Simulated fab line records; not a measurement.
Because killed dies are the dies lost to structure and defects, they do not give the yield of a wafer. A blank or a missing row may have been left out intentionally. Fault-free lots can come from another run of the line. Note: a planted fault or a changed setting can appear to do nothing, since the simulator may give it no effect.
2 desks looking at one fault | flow rit_cmos | what lay behind the numbers comes last; until then each desk has only its own

== THE TOOL OWNER'S DESK: furnace-04 ==
The tool's own readings at RIT_REOX_OXIDATION_03 (target thk 25.2 nm, ox time 5580 s): means of the sampled wafers that have a number, for each lot that ran on this tool. A lot is out of limits, marked OUT, if its mean lies more than 4 standard deviations from the usual mean; the brackets give that distance.
Columns: A = ox_temp_c at RIT_REOX_OXIDATION_03, usual 900.0 C; B = ox_temp_c_max at RIT_REOX_OXIDATION_03, usual 904.6; C = tube_center_temp_C_max at RIT_REOX_OXIDATION_03, usual 902.4
lot  | first seen here | A     | B     | C
L200 | day 3 01:42     | 899.8 | 903.1 | 902.4
L219 | day 6 18:47     | 900.1 | 903.4 | 902.3
This desk found nothing out of limits on any of the 2 lots.

== THE METROLOGY DESK ==
Means of the sampled wafers that have a number, per lot and without regard to the tool the lot ran on: this is what the gauges read. A lot is out of limits, marked OUT, if its mean lies more than 4 standard deviations from the usual mean; the brackets give that distance.
Columns: A = cd_nm at RIT_ACTIVE_CD_MEAS_90, usual 1399.7 nm
lot  | first seen here | A
L200 | day 1 20:06     | 1401.5
L201 | day 2 01:30     | 1400.3
L202 | day 2 09:12     | 1400.2
L204 | day 2 17:28     | 1401.3
L205 | day 2 21:08     | 1394.9
L212 | day 4 08:29     | 1399.9
L213 | day 4 13:32     | 1397.8
L214 | day 4 18:01     | 1399.8
L215 | day 4 23:08     | 1401.7
L216 | day 5 04:05     | 1401.1
L217 | day 5 09:41     | 1404.6
L218 | day 5 14:12     | 1396.4
L219 | day 5 19:13     | 1401.1
L221 | day 6 05:10     | 1397.3
L222 | day 6 10:01     | 1401.5
This desk found nothing out of limits on any of the 15 lots.

== BROUGHT TOGETHER ==
The desk of the tool owner found nothing out of limits.
From the metrology desk's view, nothing was out of limits.

== WHAT THE SIMULATOR HAD INSERTED ==
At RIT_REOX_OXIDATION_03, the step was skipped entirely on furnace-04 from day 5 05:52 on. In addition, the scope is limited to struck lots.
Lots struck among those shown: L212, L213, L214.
